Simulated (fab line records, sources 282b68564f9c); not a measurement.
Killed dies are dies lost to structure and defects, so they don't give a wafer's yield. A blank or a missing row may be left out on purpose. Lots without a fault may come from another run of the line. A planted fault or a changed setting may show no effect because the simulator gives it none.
Which tool did it? | flow rit_cmos | 7 lots, 21 wafers sampled, at 2 steps of a route of 202

WHAT THE GAUGES READ, wafer by wafer
RIT_PWELL_OVL_MEAS_06.
lot  | measured    | on         | PWELL_OVL (nm)
L723 | day 2 11:07 | overlay-01 | -1.3 -0.1 -1.0
L725 | day 2 23:33 | overlay-02 | 0.7 1.3 0.0
L728 | day 3 11:32 | overlay-02 | -2.1 -2.1 -0.8
L734 | day 4 18:26 | overlay-01 | -0.1 -0.7 0.1
L736 | day 5 01:48 | overlay-01 | 0.0 -1.9 -1.5
L740 | day 5 22:42 | overlay-01 | 1.7 2.1 1.7
L744 | day 6 22:57 | overlay-01 | 1.2 1.1 -1.3

WHICH TOOL RAN EACH LOT (tool, then ch and the chambers of the sampled wafers, then the start)
lot  | RIT_ACTIVE_STRIP_14
L723 | plasma_asher-02 ch 0,1, day 2 01:02
L725 | plasma_asher-04 ch 0,1, day 2 14:17
L728 | plasma_asher-03 ch 0,1, day 3 03:24
L734 | plasma_asher-03 ch 0,1, day 4 07:50
L736 | plasma_asher-04 ch 0,1, day 4 18:40
L740 | plasma_asher-03 ch 0,1, day 5 13:55
L744 | plasma_asher-04 ch 0,1, day 6 10:46
- RIT_ACTIVE_STRIP_14: strips in O2, time 180 s.

THE ANSWER, worked out from the rows above alone
Rule: what is usual is taken from the lots themselves. Put in order of their means at a reading, lots are off if they are a third of the lots or fewer, leave a main group of 4 or more, and stand apart from it by a gap of 3 or more times the standard deviation of the main group's means; of several such gaps the widest counts. A main group whose means are all the same, to the digits that the tables above print for the reading, isn't used. A lot without any number at a reading at which 4 lots or more have one is off too. The other lots that the step has rows for count as sound.
No lot is off at any reading shown: from this, nothing can be told.

WHAT THE SIMULATOR HAD PUT IN
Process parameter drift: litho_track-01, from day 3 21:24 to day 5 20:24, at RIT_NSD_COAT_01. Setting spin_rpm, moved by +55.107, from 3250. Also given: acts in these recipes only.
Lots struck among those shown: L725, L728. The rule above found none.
